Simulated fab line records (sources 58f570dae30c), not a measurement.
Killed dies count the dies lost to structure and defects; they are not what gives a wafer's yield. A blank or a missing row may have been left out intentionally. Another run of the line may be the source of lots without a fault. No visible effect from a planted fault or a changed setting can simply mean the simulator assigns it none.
Which tool did it?    flow berkeley cmos170    21 wafers sampled from 7 lots at 1 step of a route of 331

## WHAT THE GAUGES READ, wafer by wafer
UCB170_NWELL_TW_MEAS_16.
lot   measured     on             NWELL_TW
L128  day 2 12:56  film metro-04  1240 1242 1239
L130  day 2 20:45  film metro-04  1236 1239 1241
L133  day 3 18:31  film metro-01  1255 1254 1251
L138  day 4 21:37  film metro-04  1246 1240 1249
L143  day 5 17:17  film metro-04  1242 1245 1239
L147  day 6 13:14  film metro-01  1248 1246 1249
L149  day 7 00:37  film metro-01  1253 1259 1246

## WHICH TOOL RAN EACH LOT (tool, then ch and the chambers of the sampled wafers, then the start)
No process step before these readings appears in the record.

## THE ANSWER, worked out from the rows above alone
Rule: the usual values come from the lots themselves. Put in order of their means at a reading, lots are off if they are a third of the lots or fewer, leave a main group of 4 or more, and stand apart from it by a gap of 3 or more times the standard deviation of the main group's means; of several such gaps the widest counts. A main group is skipped when, at the precision printed for the reading in the tables above, its means are all equal. A lot without any number at a reading at which 4 lots or more have one is off too. Where the step has rows for the other lots, those lots are counted as sound.
None of the lots is off at any reading shown; this tells nothing.

## WHAT THE SIMULATOR PUT IN
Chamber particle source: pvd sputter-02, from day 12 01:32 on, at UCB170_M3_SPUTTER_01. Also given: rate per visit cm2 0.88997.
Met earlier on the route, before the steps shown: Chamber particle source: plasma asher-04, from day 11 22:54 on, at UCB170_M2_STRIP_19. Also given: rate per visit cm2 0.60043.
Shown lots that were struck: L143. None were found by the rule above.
